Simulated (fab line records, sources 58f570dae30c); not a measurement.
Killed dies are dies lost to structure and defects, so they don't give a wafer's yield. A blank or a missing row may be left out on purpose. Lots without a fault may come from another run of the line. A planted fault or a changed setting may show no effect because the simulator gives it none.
Problem report in the 8D (eight disciplines) form, filled by code | flow berkeley_cmos170 | the parts of the form that need people (team, actions taken, sign-off) are left out

1. THE PROBLEM
chamber_pressure_mTorr at UCB170_M1_ETCH_11 reads a mean of 35.997 mTorr on 6 wafers of 2 lots; wafers without a fault read 30.002 mTorr with a standard deviation of 0.025. That is +99 or more standard deviations from the usual mean.
The step: etches BARC in N2/H2.
First seen on wafer L386.1, day 11 00:55, on rie_diel-03. The record holds 42 wafers of 14 lots with a number at this step. Rule for "out", or "out of limits": more than 4 standard deviations from the usual mean. The other wafers with a number count as sound.

2. WHAT IT IS AND WHAT IT IS NOT
question                    | is                     | is not
which readings at this step | chamber_pressure_mTorr | drypump_motor_current_A, oes_product_au
which lots                  | L386, L387             | L367, L369, L370, L372, L373, L374, L375, L378, L382, L388, L389, L390
which wafers of those lots  | all that have a number | -
read on which tools         | rie_diel-03            | rie_diel-01, rie_diel-04
when                        | from day 11 00:55      | up to then (27 sound wafers); but 9 sound wafers of L388, L389, L390 came after

3. SUSPECTS, AND WHAT RULES EACH OUT
Counting: a tool at a process step up to the reading stays a suspect if it ran every lot that is out and no sound lot after the first of them.
- rie_diel-03 at UCB170_M1_ETCH_11 (etches BARC in N2/H2): kept. It ran every lot that is out, first L386 (day 11 00:55), and no sound lot after that; its last sound lot up to then is L378 (day 9 09:19). Its own readings are out on those wafers: chamber_pressure_mTorr.
Left after counting: rie_diel-03 at UCB170_M1_ETCH_11.

4. THE CAUSE (what the simulator had put in)
Process parameter drift: rie_diel-03, from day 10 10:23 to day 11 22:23, at UCB170_M1_ETCH_11. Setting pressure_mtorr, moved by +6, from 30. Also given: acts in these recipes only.
Counting left only this tool.

5. THE CHAIN OF EFFECTS, in route order
Each row: a reading whose mean over the struck wafers that have a number lies more than 3 standard deviations from the usual. Only readings for which the record gives a usual standard deviation are gone through. hours: the time from each lot's start at the first step in this table that gives one to its start at this step, as a median over the lots. sigmas: the change in usual standard deviations.
hours | step              | reading                | usual        | on struck wafers | change | sigmas
0     | UCB170_M1_ETCH_11 | chamber_pressure_mTorr | 30.002 mTorr | 35.997           | +5.995 | +99 or more
The process steps in it:
- UCB170_M1_ETCH_11: etches BARC in N2/H2.

6. WHAT WOULD HAVE CAUGHT IT SOONER
In this record the first reading out of limits was taken at day 11 00:55, 15 hours after the fault began at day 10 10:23.
